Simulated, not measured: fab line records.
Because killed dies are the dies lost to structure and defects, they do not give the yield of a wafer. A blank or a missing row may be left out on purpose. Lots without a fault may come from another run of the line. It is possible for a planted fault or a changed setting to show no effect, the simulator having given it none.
A single fault, viewed from 2 desks | flow berkeley_cmos170 | each desk holds nothing but its own numbers, with what lay behind them at the end

THE METROLOGY DESK
What the gauges read, lot by lot, whatever tool the lot ran on: means of the sampled wafers that have a number. The brackets show how far a lot's mean lies from the usual mean; more than 4 standard deviations puts the lot out of limits, marked OUT.
Columns: A = PWELL_OVL at UCB170_PWELL_OVL_MEAS_13, usual 2 nm; B = PWELL_TW at UCB170_PWELL_TW_MEAS_17, usual 376; C = cd_nm at UCB170_ACTIVE_CD_MEAS_13, usual 1200.1 nm; D = NVT_OVL at UCB170_NVT_OVL_MEAS_06, usual -2 nm
lot  | first seen here | A   | B   | C                 | D
L857 | day 3 10:55     | 2   | 375 | 1200.8            | -11
L859 | day 3 15:59     | -5  | 378 | 1199.5            | -6
L858 | day 3 16:04     | 5   | 375 | 1199.8            | 4
L860 | day 3 19:47     | -10 | 381 | 1199.7            | -4
L861 | day 4 07:44     | 10  | 375 | 1201.3            | -4
L862 | day 4 07:55     | 6   | 373 | 1201.4            | 0
L863 | day 4 11:10     | 3   | 373 | 1202.0            | 1
L864 | day 4 15:47     | -1  | 379 | 1215.0 (+10) OUT  | -3
L865 | day 4 15:55     | 6   | 377 | 1218.2 (+12) OUT  | -9
L866 | day 4 16:13     | 1   | 375 | 1198.4            | -4
L867 | day 5 06:51     | 5   | 372 | 1213.8 (+9.1) OUT | -3
L869 | day 5 12:46     | 1   | 372 | 1206.9 (+4.5) OUT | -4
L874 | day 6 14:53     | -5  | 372 | 1202.9            | -2
L875 | day 6 18:36     | -1  | 373 | 1201.5            | -4
L877 | day 7 03:03     | -2  | 376 | 1200.1            | -8
L879 | day 7 18:40     | -3  | 379 | 1199.1            | -6
This desk's finding: out of limits on L864, L865, L867, L869; first on L865, day 5 17:08 (cd_nm at UCB170_ACTIVE_CD_MEAS_13). L857, L859, L858, L860, L861, L862, L863, L866, L874, L875, L877, L879 stayed within limits.

TOOL OWNER'S DESK, krf_scanner-01
The tool's own readings at UCB170_ACTIVE_EXPOSE_10 (exposes mask ACTIVE, target cd 1200 nm): means of the sampled wafers that have a number, for each lot that ran on this tool. The brackets show how far a lot's mean lies from the usual mean; more than 4 standard deviations puts the lot out of limits, marked OUT.
Columns: A = exposure_dose_mJ_cm2 at UCB170_ACTIVE_EXPOSE_10, usual 20.005; B = focus_offset_nm at UCB170_ACTIVE_EXPOSE_10, usual -0.1 nm
lot  | first seen here | A                | B
L860 | day 5 00:53     | 19.997           | -0.4
L861 | day 5 10:20     | 19.988           | 0.2
L865 | day 5 16:44     | 18.064 (-88) OUT | 0.3
L864 | day 5 17:20     | 18.494 (-69) OUT | 0.4
L867 | day 6 11:06     | 18.793 (-55) OUT | -0.7
L869 | day 6 20:02     | 19.042 (-44) OUT | 0.5
This desk's finding: out of limits on L864, L865, L867, L869; first on L865, day 5 16:44 (exposure_dose_mJ_cm2 at UCB170_ACTIVE_EXPOSE_10). L860, L861 stayed within limits.

BROUGHT TOGETHER
At day 5 16:44, on L864, L865, L867, L869, the tool owner's desk was in a position to raise an alarm.
On L864, L865, L867, L869, the metrology desk was in a position to raise an alarm at day 5 17:08.
All the named lots went through UCB170_ACTIVE_EXPOSE_10 on krf_scanner-01.

WHAT WAS PUT IN BY THE SIMULATOR
Process parameters drifting: krf_scanner-01 at UCB170_ACTIVE_EXPOSE_10, beginning at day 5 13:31. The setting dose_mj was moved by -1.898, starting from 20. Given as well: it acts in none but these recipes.
Lots struck among those shown: L864, L865, L867, L869.
Delay (hours) between the fault's onset and each desk's first out-of-limits reading: 3 at the tool owner's desk, 4 at the metrology desk.
